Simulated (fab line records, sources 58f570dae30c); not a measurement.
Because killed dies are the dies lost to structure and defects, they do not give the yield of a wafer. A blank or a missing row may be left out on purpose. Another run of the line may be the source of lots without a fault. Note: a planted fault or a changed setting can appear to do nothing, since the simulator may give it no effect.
Chamber matching :: flow berkeley cmos170 :: rie diel-01 running UCB170_M2_ETCH_17: 4 sister chambers
The step etches BARC in N2/H2. 14 wafers are shown with their chamber, then 7 later ones without.

== WAFERS, EACH WITH ITS CHAMBER ==
wafer: L864.1
chamber: 1
throttle valve pct (%): 13.14
oes product au (a.u.): 1.011

wafer: L864.5
chamber: 3
throttle valve pct (%): 13.22
oes product au (a.u.): 1.005

wafer: L864.6
chamber: 0
throttle valve pct (%): 13.43
oes product au (a.u.): 0.976

wafer: L867.1
chamber: 1
throttle valve pct (%): 13.16
oes product au (a.u.): 1.002

wafer: L867.2
chamber: 2
throttle valve pct (%): 13.40
oes product au (a.u.): 0.974

wafer: L867.6
chamber: 2
throttle valve pct (%): 13.42
oes product au (a.u.): 0.982

wafer: L866.1
chamber: 0
throttle valve pct (%): 13.43
oes product au (a.u.): 0.977

wafer: L866.5
chamber: 2
throttle valve pct (%): 13.39
oes product au (a.u.): 0.966

wafer: L866.6
chamber: 3
throttle valve pct (%): 13.24
oes product au (a.u.): 0.991

wafer: L869.4
chamber: 0
throttle valve pct (%): 13.44
oes product au (a.u.): 0.983

wafer: L869.5
chamber: 2
throttle valve pct (%): 13.39
oes product au (a.u.): 0.984

wafer: L869.6
chamber: 1
throttle valve pct (%): 13.15
oes product au (a.u.): 1.002

wafer: L874.2
chamber: 2
throttle valve pct (%): 13.43
oes product au (a.u.): 0.993

wafer: L874.3
chamber: 0
throttle valve pct (%): 13.43
oes product au (a.u.): 0.980

SIGNATURES, as means of the wafers listed above
reading: throttle valve pct
chamber 0: 13.4325
chamber 1: 13.1500
chamber 2: 13.4060
chamber 3: 13.2300
scatter within a chamber: 0.0134

reading: oes product au
chamber 0: 0.97900
chamber 1: 1.00500
chamber 2: 0.97980
chamber 3: 0.99800
scatter within a chamber: 0.00776
Rule: a wafer lies at a distance from a chamber equal to the root of the sum of squares, over the readings, of (its reading less the chamber's mean, divided by the reading's scatter). If the next closest chamber is less than 2 further off than the closest, the wafer can't be placed; otherwise it belongs to the closest. How the scatter is found: for the shown wafers, subtract from each reading the mean of its chamber, square and add these, divide the total by (wafers less chambers), then take the root.

== WAFERS MISSING THEIR CHAMBER ==
wafer: L874.5
throttle valve pct (%): 13.39
oes product au (a.u.): 0.993

wafer: L873.1
throttle valve pct (%): 13.45
oes product au (a.u.): 0.972

wafer: L873.3
throttle valve pct (%): 13.41
oes product au (a.u.): 0.977

wafer: L873.5
throttle valve pct (%): 13.42
oes product au (a.u.): 0.986

wafer: L882.1
throttle valve pct (%): 13.24
oes product au (a.u.): 1.016

wafer: L882.4
throttle valve pct (%): 13.16
oes product au (a.u.): 1.004

wafer: L882.5
throttle valve pct (%): 13.38
oes product au (a.u.): 1.002

== WHICH CHAMBER EACH WENT THROUGH ==
wafer: L874.5
from the rows above: can't be placed: 2 or 0
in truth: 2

wafer: L873.1
from the rows above: can't be placed: 0 or 2
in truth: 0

wafer: L873.3
from the rows above: can't be placed: 2 or 0
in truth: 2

wafer: L873.5
from the rows above: can't be placed: 0 or 2
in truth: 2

wafer: L882.1
from the rows above: 3
in truth: 3

wafer: L882.4
from the rows above: 1
in truth: 1

wafer: L882.5
from the rows above: can't be placed: 2 or 0
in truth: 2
Correctly placed: 2 of 7. Not placeable from these rows: 5 (in 5, the candidates include the true chamber). Placed wrongly: 0.
